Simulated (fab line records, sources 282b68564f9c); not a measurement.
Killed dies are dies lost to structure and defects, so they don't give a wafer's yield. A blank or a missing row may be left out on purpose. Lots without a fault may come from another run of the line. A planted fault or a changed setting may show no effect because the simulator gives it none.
A struck lot beside a sound one | flow rit_cmos | 44 steps out of a route of 202
Sound: wafers L134.3, L134.4, L134.5. Struck: wafers L139.2, L139.5, L139.6. The cause comes at the end.
At each step with rows: each side's tool, then ch and its chambers, then its first start. Under that, the readings that differ: sound wafers | struck wafers | difference of the means | sigmas: that difference in standard deviations of wafers without a fault.
alike: readings whose means differ by less than 2 such deviations, and words and numbers that are the same on both sides. not compared: withheld readings, readings that some wafer has no value for, bounds like >300 that may hide the same value, and numbers for which the record gives no deviation and whose values overlap.
The two part at a step that has a row with sigmas, a row that says differs or no value, or rows on one side only. Numbers that don't overlap but have no deviation are shown without sigmas and don't part them. A reading that every wafer of one side lacks parts them only if that side has two wafers or more.

first, 3 steps without rows for these wafers: RIT_REOX_CLEAN_01 (cleans in dHF, time 30 s); RIT_REOX_CLEAN_02 (cleans in SC2, time 600 s); RIT_REOX_OXIDATION_03 (target thk 25.2 nm, ox time 5580 s).
RIT_REOX_THK_MEAS_04:
  sound on film_metro-02, day 6 05:17; struck on film_metro-02, day 7 08:55
  alike: REOX_OXIDE_THK
then, 6 steps without rows for these wafers: RIT_NLDD_HMDS_00 (prime time 60 s); RIT_NLDD_COAT_01 (resist thk 1000 nm); RIT_NLDD_SOFTBAKE_02 (time 60 s); RIT_NLDD_EXPOSE_03 (exposes mask M7, target cd 40700 nm); RIT_NLDD_PEB_04; RIT_NLDD_DEVELOP_05 (develop time 50 s).
RIT_NLDD_OVL_MEAS_06:
  sound on overlay-02, day 6 06:14; struck on overlay-02, day 7 09:56
  alike: NLDD_OVL
then, 1 step without rows for these wafers: RIT_NLDD_HARDBAKE_07 (time 60 s).
RIT_NLDD_IMPLANT_08:
  sound on implanter-04 ch 0, day 6 06:32; struck on implanter-03 ch 0, day 7 10:09
  reading            | sound                        | struck                        | difference | sigmas
  dose_ions_cm2      | 5.005e+14 5.01e+14 5.008e+14 | 6.508e+14 6.506e+14 6.502e+14 | +1.498e+14 | +99 or more
  faraday_current_uA | 1562 1623 1554               | 2060 2038 2003                | +454       | +15
RIT_NLDD_STRIP_09: strips in O2, time 180 s.
  sound on plasma_asher-02 ch 0,1, day 6 06:41; struck on plasma_asher-02 ch 0,1, day 7 10:16
  alike: drypump_motor_current_A
  not compared: rf_hours_counter_h
RIT_NLDD_TW_MEAS_10:
  sound on film_metro-02, day 6 06:49; struck on film_metro-01, day 7 10:28
  reading | sound          | struck         | difference | sigmas
  NLDD_TW | 2513 2505 2519 | 2697 2690 2674 | +175       | +13
then, 6 steps without rows for these wafers: RIT_PLDD_HMDS_00 (prime time 60 s); RIT_PLDD_COAT_01 (resist thk 1000 nm); RIT_PLDD_SOFTBAKE_02 (time 60 s); RIT_PLDD_EXPOSE_03 (exposes mask M8, target cd 40900 nm); RIT_PLDD_PEB_04; RIT_PLDD_DEVELOP_05 (develop time 50 s).
RIT_PLDD_OVL_MEAS_06:
  sound on overlay-02, day 6 07:51; struck on overlay-01, day 7 11:29
  alike: PLDD_OVL
then, 2 steps without rows for these wafers: RIT_PLDD_HARDBAKE_07 (time 60 s); RIT_PLDD_IMPLANT_08.
RIT_PLDD_STRIP_09: strips in O2, time 180 s.
  sound on plasma_asher-03 ch 0,1, day 6 08:14; struck on plasma_asher-01 ch 0,1, day 7 11:53
  alike: drypump_motor_current_A
  not compared: rf_hours_counter_h
RIT_PLDD_TW_MEAS_10:
  sound on film_metro-03, day 6 08:22; struck on film_metro-01, day 7 12:04
  alike: PLDD_TW
then, 4 steps without rows for these wafers: RIT_SPACER_CLEAN_00 (cleans in SC1, time 600 s); RIT_SPACER_CLEAN_01 (cleans in dHF, time 30 s); RIT_SPACER_CLEAN_02 (cleans in SC2, time 600 s); RIT_SPACER_CVD_03 (deposits Si3N4 from SiH2Cl2/NH3, target thk 250 nm, time 3300 s).
RIT_SPACER_THK_MEAS_04:
  sound on film_metro-01, day 6 10:46; struck on film_metro-02, day 7 14:25
  alike: SPACER_NITRIDE_THK
RIT_SPACER_ETCHBACK_05: etches Si3N4 in SF6/CHF3, stops on SiO2, target depth 250 nm, time 240 s.
  sound on rie_diel-04 ch 1,3, day 6 10:48; struck on rie_diel-03 ch 0,1, day 7 14:28
  alike: drypump_motor_current_A, oes_product_au, throttle_valve_pct
  not compared: rf_hours_counter_h
then, 6 steps without rows for these wafers: RIT_NSD_HMDS_00 (prime time 60 s); RIT_NSD_COAT_01 (resist thk 1000 nm); RIT_NSD_SOFTBAKE_02 (time 60 s); RIT_NSD_EXPOSE_03 (exposes mask M9, target cd 40700 nm); RIT_NSD_PEB_04; RIT_NSD_DEVELOP_05 (develop time 50 s).
RIT_NSD_OVL_MEAS_06:
  sound on overlay-01, day 6 12:01; struck on overlay-02, day 7 15:28
  alike: NSD_OVL
then, 2 steps without rows for these wafers: RIT_NSD_HARDBAKE_07 (time 60 s); RIT_NSD_IMPLANT_08.
RIT_NSD_STRIP_09: strips in O2, time 180 s.
  sound on plasma_asher-01 ch 0,1, day 6 12:25; struck on plasma_asher-01 ch 0,1, day 7 15:48
  alike: drypump_motor_current_A
  not compared: rf_hours_counter_h
RIT_SDANNEAL_RS_MEAS_07: measures by four-point-probe.
  sound on film_metro-02, day 6 14:50; struck on film_metro-03, day 7 18:16
  reading          | sound             | struck            | difference | sigmas
  NLDD_RS (ohm/sq) | 151.7 152.0 151.7 | 122.4 122.5 122.8 | -29.2      | -62
RIT_M1_PROBE_99:
  sound on prober-01, day 6 23:59; struck on prober-02, day 8 01:29
  reading                                    | sound                | struck               | difference | sigmas
  killed_at_front_end                        | 10 14 11             | 5 5 5                | -7         | -2
  killed_dies                                | 10 14 11             | 5 5 5                | -7         | -2
  model.etest.nmos_0p3.r_on_ohm_um           | 2144 2184 2193       | 2028 2042 2060       | -130       |
  model.etest.nmos_0p15.r_on_ohm_um          | 1108 1153 1148       | 989.2 1004 1008      | -135.9     |
  model.etest.nldd.rs_ohm_sq                 | 361.4 365.5 358.9    | 284.4 292 293.4      | -72.0      |
  model.etest.nmos_turned.drive_ua_um        | 338.4 330.5 337.3    | 398.4 391 391.8      | +58.3      |
  model.etest.nmos_0p15.drive_ua_um          | 473.3 464.7 458.6    | 517.4 505.9 513.8    | +46.8      |
  model.etest.nldd.line_ohm_um               | 115.3 114.1 112.1    | 90.11 91.11 91.66    | -22.87     |
  model.etest.retro_edge_nmos.off_log10_a_um | -9.92 -10.2 -10.32   | -9.015 -9.252 -9.134 | +1.013     |
  model.etest.nmos_0p15.off_log10_a_um       | -10.08 -10.34 -10.42 | -9.147 -9.383 -9.223 | +1.029     |
  alike: killed_at_M0_to_M3, killed_at_contacts, killed_open, killed_short

WHERE THEY PART
First at RIT_NLDD_IMPLANT_08; last, within this record, at RIT_M1_PROBE_99.

WHY: what the simulator had put in
Process parameter drift: implanter-03, from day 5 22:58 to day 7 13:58, at RIT_NLDD_IMPLANT_08. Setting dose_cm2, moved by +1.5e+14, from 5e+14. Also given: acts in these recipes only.
